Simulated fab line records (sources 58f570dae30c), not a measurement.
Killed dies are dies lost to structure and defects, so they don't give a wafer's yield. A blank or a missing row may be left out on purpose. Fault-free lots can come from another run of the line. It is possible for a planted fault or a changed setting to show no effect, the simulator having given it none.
One fault seen from 2 desks :: flow berkeley_cmos170 :: only its own numbers are on each desk; what lay behind them is given at the end

== FROM THE METROLOGY DESK ==
Means of the sampled wafers that have a number, per lot and without regard to the tool the lot ran on: this is what the gauges read. The brackets show how far a lot's mean lies from the usual mean; more than 4 standard deviations puts the lot out of limits, marked OUT.
Columns: A = NSD_OVL at UCB170_NSD_OVL_MEAS_07, usual -1 nm; B = PLDD_RS at UCB170_SDANNEAL_RS_MEAS_04, usual 1031.6 ohm/sq; C = CONTACT_PSG_THK at UCB170_CONTACT_THK_MEAS_02, usual 718 nm
lot: L562
first seen here: day 6 22:32
A: -6
B: 1032.0
C: 730

lot: L563
first seen here: day 6 23:04
A: -7
B: 1035.1
C: 717

lot: L564
first seen here: day 7 14:27
A: 3
B: 1029.8
C: 719

lot: L565
first seen here: day 7 14:47
A: -3
B: 1037.2
C: 871 (+24) OUT

lot: L567
first seen here: day 7 22:15
A: 1
B: 1031.7
C: 888 (+26) OUT

lot: L568
first seen here: day 7 22:29
A: -5
B: 1028.7
C: 869 (+23) OUT

lot: L566
first seen here: day 7 22:32
A: 8
B: 1037.7
C: 892 (+27) OUT

lot: L570
first seen here: day 7 23:53
A: -4
B: 1032.5
C: 713

lot: L569
first seen here: day 8 00:01
A: -4
B: 1029.8
C: 717

lot: L572
first seen here: day 9 00:49
A: -10
B: 1030.5
C: 720

lot: L575
first seen here: day 9 08:23
A: 4
B: 1032.3
C: 718

lot: L579
first seen here: day 10 03:11
A: -5
B: 1035.0
C: 719

lot: L585
first seen here: day 11 15:28
A: -3
B: 1028.5
C: 713

lot: L581
first seen here: day 11 15:50
A: -1
B: 1030.9
C: 711

lot: L583
first seen here: day 11 23:37
A: 9
B: 1029.5
C: 710

lot: L584
first seen here: day 12 05:23
A: -14
B: 1028.0
C: 721
This desk finds L565, L566, L567, L568 out of limits, with the earliest case on L565 at day 7 22:59 (CONTACT_PSG_THK at UCB170_CONTACT_THK_MEAS_02). L562, L563, L564, L570, L569, L572, L575, L579, L585, L581, L583, L584: within limits.

== AT THE TOOL OWNER'S DESK: lpcvd-02 ==
The tool's own readings at UCB170_CONTACT_CVD_01 (deposits PSG from SiH4/O2/PH3, target thk 700 nm, time 2876 s): means of the sampled wafers that have a number, for each lot that ran on this tool. The brackets show how far a lot's mean lies from the usual mean; more than 4 standard deviations puts the lot out of limits, marked OUT.
Columns: A = pressure_mtorr at UCB170_CONTACT_CVD_01, usual 300.1 mTorr
lot: L562
first seen here: day 7 01:29
A: 299.8

lot: L564
first seen here: day 7 17:11
A: 299.5

lot: L565
first seen here: day 7 18:58
A: 450.4 (+99 or more) OUT

lot: L566
first seen here: day 8 01:53
A: 449.5 (+99 or more) OUT

lot: L567
first seen here: day 8 01:53
A: 449.7 (+99 or more) OUT

lot: L568
first seen here: day 8 01:53
A: 450.0 (+99 or more) OUT

lot: L581
first seen here: day 11 19:28
A: 300.1
This desk finds L565, L566, L567, L568 out of limits, L565 being first, at day 7 18:58 (pressure_mtorr at UCB170_CONTACT_CVD_01). L562, L564, L581: within limits.

== PUT TOGETHER ==
At day 7 18:58, on L565, L566, L567, L568, the tool owner's desk was in a position to raise an alarm.
At day 7 22:59 the metrology desk could have sounded an alarm, on L565, L566, L567, L568.
Of the lots named, all ran UCB170_CONTACT_CVD_01 on lpcvd-02.

== WHAT THE SIMULATOR HAD INSERTED ==
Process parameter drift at UCB170_CONTACT_CVD_01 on lpcvd-02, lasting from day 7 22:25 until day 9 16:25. From 300, the setting pressure_mtorr moved by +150. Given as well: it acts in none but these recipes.
Shown lots that were struck: L565, L566, L567, L568.
